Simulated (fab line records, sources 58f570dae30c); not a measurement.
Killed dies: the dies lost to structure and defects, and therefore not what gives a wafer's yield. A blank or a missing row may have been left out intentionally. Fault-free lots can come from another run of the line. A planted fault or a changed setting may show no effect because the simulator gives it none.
Problem report in the 8D (eight disciplines) form, filled by code | flow berkeleyCmos170 | the parts of the form that need people (team, actions taken, sign-off) are left out

== 1. THE PROBLEM ==
At UCB170_M2_CD_MEAS_15, cdNm averages 758.1 nm over 6 wafers from 2 lots, while fault-free wafers read 699.6 nm, standard deviation 1.5. Measured from the usual mean, that is +39 standard deviations.
The step: target cd 700 nm.
First seen on wafer L271.2, day 10 21:09, on cdSem-01. The record has a number at this step for 42 wafers belonging to 14 lots. Rule for "out" (also "out of limits"): further than 4 standard deviations from the usual mean. The other wafers with a number count as sound.

== 2. WHAT THIS IS AND IS NOT ==
question                    | is                     | is not
which readings at this step | cdNm                   | -
which lots                  | L271, L272             | L261, L266, L267, L268, L269, L270, L278, L279, L280, L281, L282, L283
which wafers of those lots  | all that have a number | -
read on which gauges        | cdSem-01               | cdSem-02
when                        | from day 10 21:09      | up to then (18 sound wafers); but 18 sound wafers of L278, L279, L280, L281, L282, L283 came after

== 3. SUSPECTS, AND WHAT RULES EACH OUT ==
Counting: a tool at a process step up to the reading stays a suspect if it ran every lot that is out and no sound lot after the first of them.
- the gauge at UCB170_M2_CD_MEAS_15 is ruled out. All the wafers that are out were read on cdSem-01, but those of them that UCB170_M2_PEB_13 has rows for are out there too, on other tools.
- lithoTrack-01 at UCB170_M2_PEB_13: kept. Every lot that is out went through it, starting with L271 (day 10 20:53), and after that it ran no sound lot; the last sound lot it ran before then is L270 (day 10 06:12). On those wafers its own readings are out: heaterPowerTotalW, plateTempC.
The count leaves lithoTrack-01 at UCB170_M2_PEB_13.

== 4. THE CAUSE (what the simulator had put in) ==
Process parameters drifting: lithoTrack-01 at UCB170_M2_PEB_13, beginning at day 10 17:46. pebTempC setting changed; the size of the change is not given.
Counting left only this tool.

== 5. THE CHAIN OF EFFECTS, in route order ==
Rows list readings where the struck wafers' mean (over those with a number) sits beyond 3 standard deviations from the usual. Readings are gone through only where the record gives a usual standard deviation; hours: the median, over the lots, of the time from a lot's start at the first step in this table giving one to that lot's start at this step; sigmas: the change measured in usual standard deviations.
hours | step                 | reading           | usual    | on struck wafers | change | sigmas
0     | UCB170_M2_PEB_13     | heaterPowerTotalW | 56.81 W  | 52.99            | -3.82  | -87
0     | UCB170_M2_PEB_13     | plateTempC        | 129.99 C | 123.23           | -6.76  | -48
0     | UCB170_M2_CD_MEAS_15 | cdNm              | 699.6 nm | 758.1            | +58.5  | +39
Here are the process steps it includes:
- UCB170_M2_PEB_13

== 6. HOW IT WOULD HAVE BEEN CAUGHT EARLIER ==
In this record the first reading out of limits at a measuring or inspecting step was taken at day 10 21:09, 3 hours after the fault began at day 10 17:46.
Tool's own readings at UCB170_M2_PEB_13, heaterPowerTotalW, plateTempC: out on all struck wafers the step has rows for; an alarm limit on them would have tripped on the first.
L272, from the lots that are out (2), started UCB170_M2_PEB_13 on lithoTrack-01 later than day 10 21:09. Had the tool been put on hold then, it would have been spared.
